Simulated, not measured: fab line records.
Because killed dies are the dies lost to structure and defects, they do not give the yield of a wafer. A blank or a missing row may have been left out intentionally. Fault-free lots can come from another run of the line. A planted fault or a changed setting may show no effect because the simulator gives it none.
Problem report, 8D (eight disciplines) form, completed by code / flow berkeley cmos170 / the parts of the form that need people (team, actions taken, sign-off) are left out

## 1. THE ISSUE
At UCB170_M3_ETCH_17, oes product au averages 0.713 a.u. over 2 wafers from 2 lots, while fault-free wafers read 1.007 a.u., standard deviation 0.017. That puts it -17 standard deviations away from the usual mean.
The step: etches BARC in N2/H2.
First seen on wafer L409.6, day 12 14:07, on rie diel-01. Wafers with a number at this step in the record: 42, from 14 lots. The rule behind "out" and "out of limits": a value lying over 4 standard deviations away from the usual mean. Any other wafer with a number is counted as sound.

## 2. WHAT IT IS, AND WHAT IT ISN'T
question=which readings at this step | is=oes product au | is not=drypump motor current A, n2 flow sccm, throttle valve pct
question=which lots | is=L409, L410 | is not=L396, L398, L401, L402, L403, L404, L405, L412, L414, L415, L417, L418
question=which wafers of those lots | is=L409.6, L410.2 | is not=L409.1, L409.4, L410.1, L410.3
question=read on which tools | is=rie diel-01 | is not=rie diel-03, rie diel-04
question=when | is=from day 12 14:07 | is not=up to then (23 sound wafers); but 17 sound wafers of L410, L412, L414, L415, L417, L418 came after

## 3. WHAT RULES OUT EACH SUSPECT
Counting: a tool at a process step up to the reading stays a suspect if it ran every lot that is out. Sound lots after the first of them don't rule it out here, since some wafers of a struck lot are sound.
- plasma asher-04 at UCB170_V2_STRIP_15 (strips in O2): kept. It ran every lot that is out, first L409 (day 12 09:32).
- rie diel-01 at UCB170_M3_ETCH_17 (etches BARC in N2/H2): kept. Every lot that is out went through it, the first being L409 (day 12 14:07); the last sound lot it ran before that was L405 (day 11 19:39). Out on those wafers are its own readings of oes product au.
- At UCB170_M3_ETCH_17, inside rie diel-01: chamber 2 took the wafers that are out, while their sound lot-mates went through chambers 0, 1, 3.
The count leaves rie diel-01 at UCB170_M3_ETCH_17 and plasma asher-04 at UCB170_V2_STRIP_15.

## 4. THE CAUSE (what the simulator had put in)
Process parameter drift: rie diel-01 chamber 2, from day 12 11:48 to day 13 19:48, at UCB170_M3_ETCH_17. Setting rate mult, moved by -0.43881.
Counting leaves 2 suspects; this tool is one of them.

## 5. SEQUENCE OF EFFECTS, ordered by route
Each row: a reading whose mean over the struck wafers that have a number lies more than 3 standard deviations from the usual. Only readings for which the record gives a usual standard deviation are gone through. hours: the time from each lot's start at the first step in this table that gives one to its start at this step, as a median over the lots. sigmas: the change in usual standard deviations.
hours=0; step=UCB170_M3_ETCH_17; reading=oes product au; usual=1.007 a.u.; on struck wafers=0.713; change=-0.294; sigmas=-17
Here are the process steps it includes:
- UCB170_M3_ETCH_17: etches BARC in N2/H2.

## 6. WHAT WOULD HAVE CAUGHT IT SOONER
In this record the first reading out of limits was taken at day 12 14:07, 2 hours after the fault began at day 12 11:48.
